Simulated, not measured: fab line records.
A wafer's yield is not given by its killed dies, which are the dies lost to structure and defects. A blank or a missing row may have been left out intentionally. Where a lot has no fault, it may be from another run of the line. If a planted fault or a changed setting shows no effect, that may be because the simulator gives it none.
Problem report in the 8D (eight disciplines) form, filled by code / flow berkeley_cmos170 / the parts of the form that need people (team, actions taken, sign-off) are left out

## 1. PROBLEM STATEMENT
Mean of heater_power_total_W at UCB170_V2_SOFTBAKE_08: 59.45 W across 6 wafers in 2 lots; on wafers with no fault it is 56.80 W (standard deviation 0.05). That is +53 standard deviations from the usual mean.
The step: time 60 s.
First observed at day 10 22:08: wafer L637.2, on litho_track-03. Wafers with a number at this step in the record: 42, from 14 lots. Rule for "out" (also "out of limits"): further than 4 standard deviations from the usual mean. The rest of the wafers with a number are treated as sound.

## 2. WHAT THIS IS AND IS NOT
question=which readings at this step | is=heater_power_total_W, run_length_s | is not=-
question=which lots | is=L637, L639 | is not=L626, L627, L628, L629, L632, L635, L641, L643, L644, L647, L648, L649
question=which wafers of those lots | is=all that have a number | is not=-
question=read on which tools | is=litho_track-03 | is not=litho_track-01, litho_track-04
question=when | is=from day 10 22:08 | is not=up to then (18 sound wafers); but 18 sound wafers of L641, L643, L644, L647, L648, L649 came after

## 3. WHAT RULES OUT EACH SUSPECT
Counting: a tool stays on the suspect list if, at a process step up to the reading, it processed all lots that are out and no sound lot following the first of them.
- litho_track-03 at UCB170_V2_SOFTBAKE_08 (time 60 s): kept. All lots that are out passed through it, beginning with L637 at day 10 22:08, and no sound lot followed; its final sound lot before that point was L632 at day 9 19:54. Out on those wafers are its own readings of heater_power_total_W, run_length_s.
Remaining after the count: litho_track-03 at UCB170_V2_SOFTBAKE_08.

## 4. THE CAUSE (what the simulator had put in)
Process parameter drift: litho_track-03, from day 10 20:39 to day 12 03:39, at UCB170_V2_SOFTBAKE_08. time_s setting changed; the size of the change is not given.
This tool alone remained once counting was done.

## 5. THE EFFECT CHAIN, in route order
One row per reading whose mean, taken over the struck wafers that have a number, lies over 3 standard deviations from the usual. Only readings whose record carries a usual standard deviation are examined. hours: median over the lots of the time between each lot's start at the first step of this table that gives one and its start at this step. sigmas: the change, counted in usual standard deviations.
hours=0; step=UCB170_V2_SOFTBAKE_08; reading=heater_power_total_W; usual=56.80 W; on struck wafers=59.45; change=+2.66; sigmas=+53
hours=0; step=UCB170_V2_SOFTBAKE_08; reading=run_length_s; usual=89.09 s; on struck wafers=79.90; change=-9.19; sigmas=-48
Process steps it contains:
- UCB170_V2_SOFTBAKE_08: time 60 s.

## 6. WHAT WOULD HAVE CAUGHT IT SOONER
In this record the first reading out of limits was taken at day 10 22:08, 1 hour after the fault began at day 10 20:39.
